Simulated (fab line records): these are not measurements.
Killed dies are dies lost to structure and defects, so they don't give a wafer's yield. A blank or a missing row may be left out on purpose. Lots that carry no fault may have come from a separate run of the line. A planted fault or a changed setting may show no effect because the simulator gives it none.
fab line records :: flow rit-cmos
record
  lots=14
  wafers=42
  last-day=8
route steps=202 shown ACTIVE@2 M1@202
lots that met no fault: taken from a fault-free run of the same line
start-h: the number of hours between the record's first day and the start of the first shown wafer of the lot :: wait-h: time in hours since the lot's previous step :: " repeats the value in the row above :: L1.1+2: a single row standing in for several wafers :: - either no value or no given start :: * or withheld: withheld :: < > ~ a bound
route shown NAME@n: names a module that has steps shown in the file, with the first one's number in the route :: usual: mean/standard deviation taken from wafers without a fault :: same: alike in all rows :: chamber/n: place in a boat :: sites: per-site readings :: _std_site: the values' standard deviation :: _edge_site: inner sites' mean taken away from outer sites' mean :: radius-mm: how far each site lies from the wafer's centre :: mask NAME#n: copy n :: behind: the tool/chamber that last shaped the wafer :: hold: cause of the lot's hold/its duration in hours/its outcome :: device: names the non-switching transistor (n, p or np) :: end of line: tests of these same wafers at the route's end :: a step without rows: its recipe alone :: killed: dies lost to structure and defects at the first sort, not the wafer's yield :: map: shows each die of a wafer: x if killed, . if not, _ if none is there
set.NAME: the setting the step ran with; set.NAME@STEP: the setting that earlier step ran with :: model.NAME: the simulator's own value behind a step, which no gauge read
one table for each step of the route and one row for each wafer, over a sample of lots
services: when a tool's chamber went out of use (start-h, in hours from the record's first day, below 0 if earlier), for how many hours, and the reason
## steps
# step RIT_ACTIVE_OXIDATION_01
# recipe
  temp-c=1000
  ambient=O2
  target-thk-a=468
  ox-time-s=3360
lot.wafer: L896.3+5+6
tool: furnace-03
chamber: 0
start-h: 10.12
wait-h: 0.1

lot.wafer: L897.1+3+6
tool: furnace-01
chamber: 0
start-h: 17.14
wait-h: 2.1

lot.wafer: L898.1+2+5
tool: furnace-01
chamber: 0
start-h: 24.58
wait-h: 4.6

lot.wafer: L899.3+4+6
tool: furnace-03
chamber: 0
start-h: 28.87
wait-h: 3.8

lot.wafer: L901.3+5+6
tool: furnace-04
chamber: 0
start-h: 36.08
wait-h: 1.0

lot.wafer: L902.1+2+6
tool: furnace-03
chamber: 0
start-h: 41.31
wait-h: 1.3

lot.wafer: L904.2+4+5
tool: furnace-04
chamber: 0
start-h: 51.37
wait-h: 1.3

lot.wafer: L904.2+4+5
tool: furnace-04
chamber: 0
start-h: 54.62
wait-h: 1.3

lot.wafer: L905.3+5+6
tool: furnace-01
chamber: 0
start-h: 56.65
wait-h: 1.6

lot.wafer: L913.2+3+5
tool: furnace-01
chamber: 0
start-h: 99.90
wait-h: 4.9

lot.wafer: L913.2+3+5
tool: furnace-01
chamber: 0
start-h: 105.54
wait-h: 3.7

lot.wafer: L914.1+4+6
tool: furnace-01
chamber: 0
start-h: 105.54
wait-h: 5.5

lot.wafer: L915.2+4+5
tool: furnace-01
chamber: 0
start-h: 105.54
wait-h: 0.5

lot.wafer: L916.1+5+6
tool: furnace-04
chamber: 0
start-h: 113.00
wait-h: 3.0

lot.wafer: L918.1+2+3
tool: furnace-04
chamber: 0
start-h: 124.96
wait-h: 4.9

lot.wafer: L919.3+4+6
tool: furnace-04
chamber: 0
start-h: 126.89
wait-h: 1.8
# step RIT_ACTIVE_THK_MEAS_02
# recipe
  reads=SiO2_of_ACTIVE_OXIDATION_01
# usual
  ACTIVE_OXIDE_THK=46.1/1
lot.wafer: L896.3
tool: film-metro-02
chamber: -
start-h: 12.07
wait-h: 0.0
ACTIVE_OXIDE_THK[nm]: 46.0

lot.wafer: L896.5
tool: film-metro-02
chamber: -
start-h: 12.07
wait-h: 0.0
ACTIVE_OXIDE_THK[nm]: 46.0

lot.wafer: L896.6
tool: film-metro-02
chamber: -
start-h: 12.07
wait-h: 0.0
ACTIVE_OXIDE_THK[nm]: 46.6

lot.wafer: L897.1
tool: film-metro-02
chamber: -
start-h: 19.08
wait-h: 0.0
ACTIVE_OXIDE_THK[nm]: 46.0

lot.wafer: L897.3
tool: film-metro-02
chamber: -
start-h: 19.08
wait-h: 0.0
ACTIVE_OXIDE_THK[nm]: 46.0

lot.wafer: L897.6
tool: film-metro-02
chamber: -
start-h: 19.08
wait-h: 0.0
ACTIVE_OXIDE_THK[nm]: 45.8

lot.wafer: L898.1
tool: film-metro-02
chamber: -
start-h: 26.51
wait-h: 0.0
ACTIVE_OXIDE_THK[nm]: 44.5

lot.wafer: L898.2
tool: film-metro-02
chamber: -
start-h: 26.51
wait-h: 0.0
ACTIVE_OXIDE_THK[nm]: 45.2

lot.wafer: L898.5
tool: film-metro-02
chamber: -
start-h: 26.51
wait-h: 0.0
ACTIVE_OXIDE_THK[nm]: 45.0

lot.wafer: L899.3
tool: film-metro-02
chamber: -
start-h: 30.82
wait-h: 0.0
ACTIVE_OXIDE_THK[nm]: 46.8

lot.wafer: L899.4
tool: film-metro-02
chamber: -
start-h: 30.82
wait-h: 0.0
ACTIVE_OXIDE_THK[nm]: 45.7

lot.wafer: L899.6
tool: film-metro-02
chamber: -
start-h: 30.82
wait-h: 0.0
ACTIVE_OXIDE_THK[nm]: 46.2

lot.wafer: L901.3
tool: film-metro-02
chamber: -
start-h: 38.03
wait-h: 0.0
ACTIVE_OXIDE_THK[nm]: 47.4

lot.wafer: L901.5
tool: film-metro-02
chamber: -
start-h: 38.03
wait-h: 0.0
ACTIVE_OXIDE_THK[nm]: 47.3

lot.wafer: L901.6
tool: film-metro-02
chamber: -
start-h: 38.03
wait-h: 0.0
ACTIVE_OXIDE_THK[nm]: 48.2

lot.wafer: L902.1
tool: film-metro-04
chamber: -
start-h: 43.24
wait-h: 0.0
ACTIVE_OXIDE_THK[nm]: 44.9

lot.wafer: L902.2
tool: film-metro-04
chamber: -
start-h: 43.24
wait-h: 0.0
ACTIVE_OXIDE_THK[nm]: 45.4

lot.wafer: L902.6
tool: film-metro-04
chamber: -
start-h: 43.24
wait-h: 0.0
ACTIVE_OXIDE_THK[nm]: 45.9

lot.wafer: L904.2
tool: film-metro-02
chamber: -
start-h: 56.56
wait-h: 0.0
ACTIVE_OXIDE_THK[nm]: 75.6

lot.wafer: L904.4
tool: film-metro-02
chamber: -
start-h: 56.56
wait-h: 0.0
ACTIVE_OXIDE_THK[nm]: 75.0

lot.wafer: L904.5
tool: film-metro-02
chamber: -
start-h: 56.56
wait-h: 0.0
ACTIVE_OXIDE_THK[nm]: 74.7

lot.wafer: L904.2
tool: film-metro-02
chamber: -
start-h: 56.79
wait-h: 0.2
ACTIVE_OXIDE_THK[nm]: 75.5

lot.wafer: L904.4
tool: film-metro-02
chamber: -
start-h: 56.79
wait-h: 0.2
ACTIVE_OXIDE_THK[nm]: 74.9

lot.wafer: L904.5
tool: film-metro-02
chamber: -
start-h: 56.79
wait-h: 0.2
ACTIVE_OXIDE_THK[nm]: 74.7

lot.wafer: L905.3
tool: film-metro-02
chamber: -
start-h: 58.60
wait-h: 0.0
ACTIVE_OXIDE_THK[nm]: 45.4

lot.wafer: L905.5
tool: film-metro-02
chamber: -
start-h: 58.60
wait-h: 0.0
ACTIVE_OXIDE_THK[nm]: 45.3

lot.wafer: L905.6
tool: film-metro-02
chamber: -
start-h: 58.60
wait-h: 0.0
ACTIVE_OXIDE_THK[nm]: 45.5

lot.wafer: L914.1
tool: film-metro-04
chamber: -
start-h: 107.47
wait-h: 0.0
ACTIVE_OXIDE_THK[nm]: 45.3

lot.wafer: L914.4
tool: film-metro-04
chamber: -
start-h: 107.47
wait-h: 0.0
ACTIVE_OXIDE_THK[nm]: 44.4

lot.wafer: L914.6
tool: film-metro-04
chamber: -
start-h: 107.47
wait-h: 0.0
ACTIVE_OXIDE_THK[nm]: 45.0

lot.wafer: L913.2
tool: film-metro-01
chamber: -
start-h: 107.48
wait-h: 0.0
ACTIVE_OXIDE_THK[nm]: 71.4

lot.wafer: L913.3
tool: film-metro-01
chamber: -
start-h: 107.48
wait-h: 0.0
ACTIVE_OXIDE_THK[nm]: 72.1

lot.wafer: L913.5
tool: film-metro-01
chamber: -
start-h: 107.48
wait-h: 0.0
ACTIVE_OXIDE_THK[nm]: 71.3

lot.wafer: L913.2
tool: film-metro-01
chamber: -
start-h: 107.71
wait-h: 0.2
ACTIVE_OXIDE_THK[nm]: 71.4

lot.wafer: L913.3
tool: film-metro-01
chamber: -
start-h: 107.71
wait-h: 0.2
ACTIVE_OXIDE_THK[nm]: 72.0

lot.wafer: L913.5
tool: film-metro-01
chamber: -
start-h: 107.71
wait-h: 0.2
ACTIVE_OXIDE_THK[nm]: 71.4

lot.wafer: L915.2
tool: film-metro-02
chamber: -
start-h: 107.48
wait-h: 0.0
ACTIVE_OXIDE_THK[nm]: 45.5

lot.wafer: L915.4
tool: film-metro-02
chamber: -
start-h: 107.48
wait-h: 0.0
ACTIVE_OXIDE_THK[nm]: 46.5

lot.wafer: L915.5
tool: film-metro-02
chamber: -
start-h: 107.48
wait-h: 0.0
ACTIVE_OXIDE_THK[nm]: 45.8

lot.wafer: L916.1
tool: film-metro-02
chamber: -
start-h: 114.94
wait-h: 0.0
ACTIVE_OXIDE_THK[nm]: 46.3

lot.wafer: L916.5
tool: film-metro-02
chamber: -
start-h: 114.94
wait-h: 0.0
ACTIVE_OXIDE_THK[nm]: 46.4

lot.wafer: L916.6
tool: film-metro-02
chamber: -
start-h: 114.94
wait-h: 0.0
ACTIVE_OXIDE_THK[nm]: 45.8

lot.wafer: L918.1
tool: film-metro-04
chamber: -
start-h: 126.89
wait-h: 0.0
ACTIVE_OXIDE_THK[nm]: 46.1

lot.wafer: L918.2
tool: film-metro-04
chamber: -
start-h: 126.89
wait-h: 0.0
ACTIVE_OXIDE_THK[nm]: 46.0

lot.wafer: L918.3
tool: film-metro-04
chamber: -
start-h: 126.89
wait-h: 0.0
ACTIVE_OXIDE_THK[nm]: 46.0

lot.wafer: L919.3
tool: film-metro-01
chamber: -
start-h: 128.84
wait-h: 0.0
ACTIVE_OXIDE_THK[nm]: 46.4

lot.wafer: L919.4
tool: film-metro-01
chamber: -
start-h: 128.84
wait-h: 0.0
ACTIVE_OXIDE_THK[nm]: 45.8

lot.wafer: L919.6
tool: film-metro-01
chamber: -
start-h: 128.84
wait-h: 0.0
ACTIVE_OXIDE_THK[nm]: 46.2
# step RIT_M1_PROBE_99
# usual
  killed-at-contacts=0.1/0.28
  killed-at-front-end=7.1/2.8
  killed-dies=7.1/2.9
  killed-open=3.4/2
  killed-short=3.6/2.1
# same
  gross-dies=264
  killed_at_M0_to_M3=0
  killed_at_M4_up=0
  killed-at-back-side=0
  killed-at-other=0
lot.wafer: L904.2
tool: prober-02
chamber: -
start-h: 110.55
wait-h: 0.1
killed-at-contacts: 0
killed-at-front-end: 5
killed-dies: 5
killed-open: 2
killed-short: 3

lot.wafer: L904.4
tool: prober-02
chamber: -
start-h: 110.65
wait-h: 0.2
killed-at-contacts: 0
killed-at-front-end: 2
killed-dies: 2
killed-open: 1
killed-short: 1

lot.wafer: L904.5
tool: prober-02
chamber: -
start-h: 110.70
wait-h: 0.2
killed-at-contacts: 0
killed-at-front-end: 6
killed-dies: 6
killed-open: 3
killed-short: 3

lot.wafer: L913.2
tool: prober-02
chamber: -
start-h: 174.33
wait-h: 0.1
killed-at-contacts: 0
killed-at-front-end: 12
killed-dies: 12
killed-open: 3
killed-short: 9

lot.wafer: L913.3
tool: prober-02
chamber: -
start-h: 174.38
wait-h: 0.2
killed-at-contacts: 0
killed-at-front-end: 6
killed-dies: 6
killed-open: 1
killed-short: 5

lot.wafer: L913.5
tool: prober-02
chamber: -
start-h: 174.48
wait-h: 0.2
killed-at-contacts: 0
killed-at-front-end: 8
killed-dies: 8
killed-open: 2
killed-short: 6
# killed by level:class
L904.2 FOX1:geometric-particle:open=1 GATE:geometric-particle:short=1 REOX:geometric-particle:short=1 SILICIDE:geometric-particle:open=1 SILICIDE:geometric-particle:short=1
L904.4 FOX1:geometric-particle:short=1 FOX2:geometric-particle:open=1
L904.5 GATE:geometric-particle:short=3 SPACER:geometric-particle:open=2 SILICIDE:geometric-particle:open=1
L913.2 GATE:geometric-particle:short=3 FOX1:geometric-particle:short=2 SPACER:geometric-particle:short=2 FOX1:geometric-particle:open=1 FOX2:geometric-particle:short=1 GATE:geometric-particle:open=1 SPACER:geometric-particle:open=1 SILICIDE:geometric-particle:short=1
L913.3 FOX1:geometric-particle:short=1 FOX2:geometric-particle:short=1 GATE:geometric-particle:open=1 GATE:geometric-particle:short=1 REOX:geometric-particle:short=1 SPACER:geometric-particle:short=1
L913.5 FOX1:geometric-particle:short=2 FOX1:geometric-particle:open=2 ACTIVE:geometric-particle:short=1 FOX2:geometric-particle:short=1 GATE:geometric-particle:short=1 SPACER:geometric-particle:short=1
## services
tool: furnace-01
chamber: -
start-h: -6.30
hours: 14.3
kind: pm

tool: furnace-01
chamber: -
start-h: 13.33
hours: 2.5
kind: repair

tool: furnace-04
chamber: -
start-h: 19.45
hours: 2.1
kind: pm

tool: furnace-01
chamber: -
start-h: 21.46
hours: 3.1
kind: pm

tool: furnace-04
chamber: -
start-h: 21.54
hours: 4.6
kind: pm

tool: furnace-03
chamber: -
start-h: 66.37
hours: 63.7
kind: pm
## key
first-sign
  step=RIT_ACTIVE_OXIDATION_01
  reading=visit
  direction=added
effect
  step=RIT_ACTIVE_THK_MEAS_02
  reading=visit
  direction=added
effect
  step=RIT_ACTIVE_THK_MEAS_02
  reading=ACTIVE_OXIDE_THK
  direction=up
  sigmas=27
  usual=46.1
  struck=73.3
met-at RIT_ACTIVE_OXIDATION_01
struck-lots L904,L913
tester-left-out L904,L913
fault
  kind=repeated-step-whole
  tool=furnace-01,furnace-03,furnace-04
  chamber=-
  onset-h=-
  steps=RIT_ACTIVE_OXIDATION_01
  times=1
  scope=struck-lots-only
# tester-left-out: of these lots the tester's yield and bins aren't shown, on N5 and GAA mostly nor the transistor test; their killed dies are dies lost to structure and defects alone, not to doping, threshold or leakage, so they don't give the yield
